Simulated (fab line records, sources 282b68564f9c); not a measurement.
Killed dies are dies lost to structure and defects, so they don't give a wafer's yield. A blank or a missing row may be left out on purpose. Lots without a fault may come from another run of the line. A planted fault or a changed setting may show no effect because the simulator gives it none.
Which tool did it? | flow rit_cmos | 14 lots, 42 wafers sampled, at 2 steps of a route of 202

WHAT THE GAUGES READ, wafer by wafer
The record holds no reading of a measuring or inspecting step that can be judged against a usual standard deviation.

WHICH TOOL RAN EACH LOT (tool, then ch and the chambers of the sampled wafers, then the start)
lot  | RIT_NLDD_STRIP_09                   | RIT_M1_PROBE_99
L724 | plasma_asher-01 ch 0, day 2 20:51   | prober-01, day 3 11:54
L725 | plasma_asher-04 ch 0,1, day 3 04:53 | prober-02, day 3 20:06
L726 | plasma_asher-03 ch 0,1, day 3 10:13 | -
L727 | plasma_asher-01 ch 0,1, day 3 16:50 | -
L728 | plasma_asher-01 ch 0,1, day 3 20:45 | prober-01, day 4 11:59
L729 | plasma_asher-01 ch 0,1, day 4 02:21 | -
L731 | plasma_asher-01 ch 0,1, day 4 10:38 | prober-02, day 5 01:58
L732 | plasma_asher-03 ch 0,1, day 4 18:52 | -
L733 | plasma_asher-01 ch 0,1, day 4 18:59 | prober-01, day 5 12:09
L739 | plasma_asher-03 ch 0,1, day 6 01:26 | -
L740 | plasma_asher-04 ch 0,1, day 6 04:03 | prober-01, day 6 19:38
L744 | plasma_asher-03 ch 0,1, day 7 00:46 | -
L745 | plasma_asher-03 ch 0,1, day 7 07:52 | -
L747 | plasma_asher-03 ch 0,1, day 7 15:20 | -
- RIT_NLDD_STRIP_09: strips in O2, time 180 s.
- RIT_M1_PROBE_99

WHAT THE TOOLS THEMSELVES READ (means of the sampled wafers that have a number; where no wafer has one, the mark that the record gives instead)
RIT_NLDD_STRIP_09.
lot  | tool            | chamber_pressure_mTorr (mTorr) | drypump_motor_current_A (A)
L724 | plasma_asher-01 | 3999                           | 4.8
L725 | plasma_asher-04 | 4001                           | 5.8
L726 | plasma_asher-03 | 3998                           | 5.3
L727 | plasma_asher-01 | 3999                           | 5.2
L728 | plasma_asher-01 | 3997                           | 5.2
L729 | plasma_asher-01 | 3998                           | 5.5
L731 | plasma_asher-01 | 2668                           | 5.5
L732 | plasma_asher-03 | 4000                           | 5.2
L733 | plasma_asher-01 | 3330                           | 5.2
L739 | plasma_asher-03 | 4002                           | 5.2
L740 | plasma_asher-04 | 3996                           | 5.8
L744 | plasma_asher-03 | 3996                           | 5.2
L745 | plasma_asher-03 | 3997                           | 5.3
L747 | plasma_asher-03 | 4002                           | 5.2

RIT_M1_PROBE_99.
lot  | tool      | killed_at_contacts | killed_at_front_end | killed_dies | killed_open | killed_short
L724 | prober-01 | 0.7                | 8.0                 | 8.7         | 4.0         | 3.7
L725 | prober-02 | 0.0                | 7.0                 | 7.0         | 3.0         | 4.0
L728 | prober-01 | 0.0                | 7.3                 | 7.3         | 3.0         | 4.0
L731 | prober-02 | 0.0                | 5.7                 | 5.7         | 2.3         | 3.3
L733 | prober-01 | 0.0                | 5.3                 | 5.3         | 3.3         | 2.0
L740 | prober-01 | 0.3                | 5.7                 | 6.0         | 3.7         | 2.3

THE ANSWER, worked out from the rows above alone
Rule: what is usual is taken from the lots themselves. Put in order of their means at a reading, lots are off if they are a third of the lots or fewer, leave a main group of 4 or more, and stand apart from it by a gap of 3 or more times the standard deviation of the main group's means; of several such gaps the widest counts. A main group whose means are all the same, to the digits that the tables above print for the reading, isn't used. A lot without any number at a reading at which 4 lots or more have one is off too. The other lots that the step has rows for count as sound. The gauges are gone through in route order, then the tools' own readings, and for those a lot's mean is taken as printed above. The first step at which some lot is off is used, and at that step the reading that is off furthest; a lot without a number counts as furthest.
Off: L731, L733, at RIT_NLDD_STRIP_09 (chamber_pressure_mTorr). The main group: mean 3999 mTorr, standard deviation 2.
A tool fits if, at that step or a process step before it, it ran every lot that is off, and no sound lot after the first of them. One fits: plasma_asher-01 at RIT_NLDD_STRIP_09. Its last sound lot is L729 (day 4 02:21), its first lot that is off L731 (day 4 10:38): a fault that began between those two fits.
The tool's own readings at RIT_NLDD_STRIP_09 bear it out: on the lots that are off they differ by more than 5 times the standard deviation of the sound lots' means. chamber_pressure_mTorr reads 2999 mTorr there against 3999 mTorr on the sound lots.

WHAT THE SIMULATOR HAD PUT IN
Process parameter drift: plasma_asher-01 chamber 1, from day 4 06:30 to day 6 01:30, at RIT_NLDD_STRIP_09. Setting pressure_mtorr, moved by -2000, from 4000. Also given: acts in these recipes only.
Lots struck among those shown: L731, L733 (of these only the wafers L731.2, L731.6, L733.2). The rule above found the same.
